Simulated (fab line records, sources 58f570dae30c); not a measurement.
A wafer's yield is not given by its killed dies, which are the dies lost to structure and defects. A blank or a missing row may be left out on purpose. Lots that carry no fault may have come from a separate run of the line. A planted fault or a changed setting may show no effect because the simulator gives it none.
2 desks, one fault + flow berkeley cmos170 + numbers are kept per desk, each desk with only its own; the story behind them comes last

== THE METROLOGY DESK ==
Means of the sampled wafers that have a number, per lot and without regard to the tool the lot ran on: this is what the gauges read. Marked OUT: a lot whose mean sits more than 4 standard deviations from the usual mean, which makes it out of limits; the brackets give that distance.
Columns: A = cd nm at UCB170_NLDD_CD_MEAS_06, usual 1199.6 nm; B = NLDD_OVL at UCB170_NLDD_OVL_MEAS_07, usual -1 nm; C = NLDD_TW at UCB170_NLDD_TW_MEAS_11, usual 2225; D = SPACER_TEOS_THK at UCB170_SPACER_THK_MEAS_01, usual 376 nm
| lot  | first seen here | A      | B  | C    | D   |
|------|-----------------|--------|----|------|-----|
| L443 | day 6 05:34     | 1198.2 | 0  | 2184 | 377 |
| L442 | day 6 06:11     | 1199.5 | -1 | 2184 | 375 |
| L450 | day 8 09:51     | 1199.1 | -1 | 2250 | 377 |
| L449 | day 8 10:56     | 1200.5 | 6  | 2177 | 383 |
| L457 | day 9 23:56     | 1200.3 | 3  | 2245 | 375 |
| L459 | day 10 13:14    | 1197.7 | 0  | 2246 | 372 |
| L458 | day 10 13:47    | 1200.7 | -4 | 2238 | 381 |
Result from this desk: across the 7 lots, nothing is out of limits.

== AT THE TOOL OWNER'S DESK: rie diel-02 ==
The tool's own readings at UCB170_SPACER_ETCHBACK_03 (etches SiO2 in CHF3/CF4/Ar, stops on Si, target depth 376 nm, time 100 s): means of the sampled wafers that have a number, for each lot that ran on this tool. Marked OUT: a lot whose mean sits more than 4 standard deviations from the usual mean, which makes it out of limits; the brackets give that distance.
Columns: A = drypump motor current A at UCB170_SPACER_ETCHBACK_03, usual 5.8 A; B = oes product au at UCB170_SPACER_ETCHBACK_03, usual 0.905 a.u.; C = rf fwd power W at UCB170_SPACER_ETCHBACK_03, usual 497.2 W; D = throttle valve pct at UCB170_SPACER_ETCHBACK_03, usual 6.49 %
| lot  | first seen here | A   | B     | C               | D    |
|------|-----------------|-----|-------|-----------------|------|
| L443 | day 6 10:50     | 5.4 | 0.921 | 498.2           | 6.58 |
| L450 | day 8 13:44     | 5.4 | 0.918 | 468.6 (-16) OUT | 6.58 |
| L449 | day 8 13:48     | 5.4 | 0.916 | 442.9 (-30) OUT | 6.47 |
| L457 | day 10 05:01    | 5.3 | 0.908 | 442.8 (-30) OUT | 6.53 |
This desk finds L449, L450, L457 out of limits, L450 being first, at day 8 13:44 (rf fwd power W at UCB170_SPACER_ETCHBACK_03). L443: within limits.

== PUT TOGETHER ==
On L449, L450, L457, at day 8 13:44, an alarm was possible from the tool owner's desk.
Metrology desk: nothing out of limits seen.
The metrology desk has L449, L450, L457 on record, within its limits.
On rie diel-02, each named lot ran UCB170_SPACER_ETCHBACK_03.

== WHAT HAD BEEN PUT IN BY THE SIMULATOR ==
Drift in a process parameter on rie diel-02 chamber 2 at UCB170_SPACER_ETCHBACK_03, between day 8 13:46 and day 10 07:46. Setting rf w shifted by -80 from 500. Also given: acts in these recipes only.
Lots struck among those shown: L449, L450, L457.
